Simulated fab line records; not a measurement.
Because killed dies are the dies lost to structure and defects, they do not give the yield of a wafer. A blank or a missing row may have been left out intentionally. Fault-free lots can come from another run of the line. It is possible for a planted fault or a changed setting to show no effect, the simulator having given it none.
Code-filled problem report in 8D (eight disciplines) form -- flow berkeley cmos170 -- the parts of the form that need people (team, actions taken, sign-off) are left out

1. WHAT IS WRONG
PSD_RS at UCB170_SDANNEAL_RS_MEAS_02 reads a mean of 56.6 ohm/sq on 12 wafers of 4 lots; wafers without a fault read 75.5 ohm/sq with a standard deviation of 0.3. That is -63 standard deviations from the usual mean.
The step: measures by four-point-probe.
First seen on wafer L684.3, day 10 03:55, on film metro-04. At this step, 48 wafers from 16 lots have a number in the record. By rule, "out" or "out of limits" means more than 4 standard deviations away from the usual mean. The rest of the wafers with a number are treated as sound.

2. WHAT IT IS; WHAT IT IS NOT
question,is,is not
which readings at this step,PSD_RS,-
which lots,"L684, L685, L687, L688","L674, L675, L676, L677, L678, L679, L680, L681, L682, L692, L694, L696"
which wafers of those lots,all that have a number,-
read on which gauges,"film metro-02, film metro-03, film metro-04",-
when,from day 10 03:55,"up to then (27 sound wafers); but 9 sound wafers of L692, L694, L696 came after"

3. THE SUSPECTS, EACH WITH WHAT RULES IT OUT
Counting: a tool at a process step up to the reading stays a suspect if it ran every lot that is out and no sound lot after the first of them.
- the gauge at UCB170_SDANNEAL_RS_MEAS_02 is ruled out. Those wafers that are out were read across 3 gauges (film metro-02, film metro-03, film metro-04).
- rtp anneal-02 at UCB170_SDANNEAL_RTA_01 (time 5 s): ruled out as a lasting fault. Sound lots L696 ran on it after its first lot that is out, L684 (day 10 03:50).
Left after counting: nothing in the record.

4. THE CAUSE (what the simulator had put in)
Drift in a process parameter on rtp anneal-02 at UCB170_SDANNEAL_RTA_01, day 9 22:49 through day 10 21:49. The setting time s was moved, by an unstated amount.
The count ruled it out by mistake, since the rule takes a fault to strike every lot its tool runs from the start of the fault on, and this one did not do so.

5. THE EFFECT CHAIN, in route order
Rows list readings where the struck wafers' mean (over those with a number) sits beyond 3 standard deviations from the usual. Only readings for which the record gives a usual standard deviation are gone through. hours: the time from each lot's start at the first step in this table that gives one to its start at this step, as a median over the lots. sigmas: the change in usual standard deviations.
hours,step,reading,usual,on struck wafers,change,sigmas
0,UCB170_SDANNEAL_RS_MEAS_02,PSD_RS,75.5 ohm/sq,56.6,-18.9,-63
0,UCB170_SDANNEAL_RS_MEAS_03,NSD_RS,37.24 ohm/sq,31.30,-5.94,-93
0,UCB170_SDANNEAL_RS_MEAS_04,PLDD_RS,1031.5 ohm/sq,968.3,-63.2,-25
0,UCB170_SDANNEAL_RS_MEAS_05,NLDD_RS,615.7 ohm/sq,609.8,-5.9,-3.9

6. HOW IT WOULD HAVE BEEN CAUGHT EARLIER
Counted from the fault's start at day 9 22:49, it took 5 hours until the first out-of-limits reading at a measuring or inspecting step in this record, taken at day 10 03:55.
No tool reading at UCB170_SDANNEAL_RTA_01 that has a usual standard deviation in the record was out on any struck wafer, so an alarm limit of 4 standard deviations on those readings would not have fired.
